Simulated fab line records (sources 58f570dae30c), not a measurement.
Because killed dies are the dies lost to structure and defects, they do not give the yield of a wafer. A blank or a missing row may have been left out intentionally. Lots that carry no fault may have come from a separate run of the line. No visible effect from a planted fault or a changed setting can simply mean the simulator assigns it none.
2 desks looking at one fault + flow berkeley_cmos170 + what lay behind the numbers comes last; until then each desk has only its own

## AT THE TOOL OWNER'S DESK: krf_scanner-02
The tool's own readings at UCB170_M3_EXPOSE_12 (exposes mask METAL3, target cd 700 nm): means of the sampled wafers that have a number, for each lot that ran on this tool. If a lot's mean is further than 4 standard deviations from the usual mean, the lot is out of limits and carries the mark OUT (the distance appears in the brackets).
Columns: A = exposure_dose_mJ_cm2 at UCB170_M3_EXPOSE_12, usual 25.980
| lot  | first seen here | A                 |
|------|-----------------|-------------------|
| L424 | day 8 02:13     | 25.981            |
| L428 | day 8 13:47     | 25.971            |
| L427 | day 8 13:59     | 25.982            |
| L429 | day 8 14:20     | 26.012            |
| L430 | day 9 09:26     | 25.996            |
| L432 | day 9 15:39     | 25.805 (-7.3) OUT |
This desk finds L432 out of limits, L432 being first, at day 9 15:39 (exposure_dose_mJ_cm2 at UCB170_M3_EXPOSE_12). L424, L428, L427, L429, L430: within limits.

## AT THE METROLOGY DESK
Lot by lot, what the gauges showed, no matter which tool ran the lot: averages of those sampled wafers that carry a number. If a lot's mean is further than 4 standard deviations from the usual mean, the lot is out of limits and carries the mark OUT (the distance appears in the brackets).
Columns: A = M1_OVL at UCB170_M1_OVL_MEAS_10, usual 7 nm; B = V2_BOW at UCB170_V2_BOW_MEAS_03, usual 37 um; C = M3_OVL at UCB170_M3_OVL_MEAS_16, usual 0 nm
| lot  | first seen here | A  | B  | C  |
|------|-----------------|----|----|----|
| L424 | day 7 13:55     | 5  | 35 | 6  |
| L423 | day 7 16:31     | 10 | 40 | -2 |
| L427 | day 7 20:36     | 7  | 28 | 2  |
| L426 | day 7 21:14     | 6  | 38 | -3 |
| L429 | day 7 22:12     | 2  | 37 | 2  |
| L428 | day 7 22:37     | 3  | 44 | 4  |
| L430 | day 8 16:18     | 8  | 31 | -1 |
| L432 | day 8 22:07     | 1  | 40 | -2 |
| L437 | day 9 17:21     | 8  | 32 | -3 |
| L441 | day 11 00:08    | 12 | 36 | -3 |
| L446 | day 11 23:06    | 4  | 30 | -0 |
| L443 | day 11 23:07    | 9  | 43 | -4 |
| L445 | day 12 01:01    | 2  | 31 | -3 |
This desk found nothing out of limits on any of the 13 lots.

## BROUGHT TOGETHER
The tool owner's desk could have raised an alarm at day 9 15:39, on L432.
Nothing out of limits was seen by the metrology desk.
The metrology desk has L432 on record, within its limits.
The lots listed all ran UCB170_M3_EXPOSE_12 on krf_scanner-02.

## WHAT THE SIMULATOR PUT IN
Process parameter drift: krf_scanner-02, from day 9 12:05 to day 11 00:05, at UCB170_M3_EXPOSE_12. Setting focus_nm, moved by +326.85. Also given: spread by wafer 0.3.
Lots struck among those shown: L432.
Each desk's first reading out of limits, in hours after the fault started: the tool owner's desk, 4.
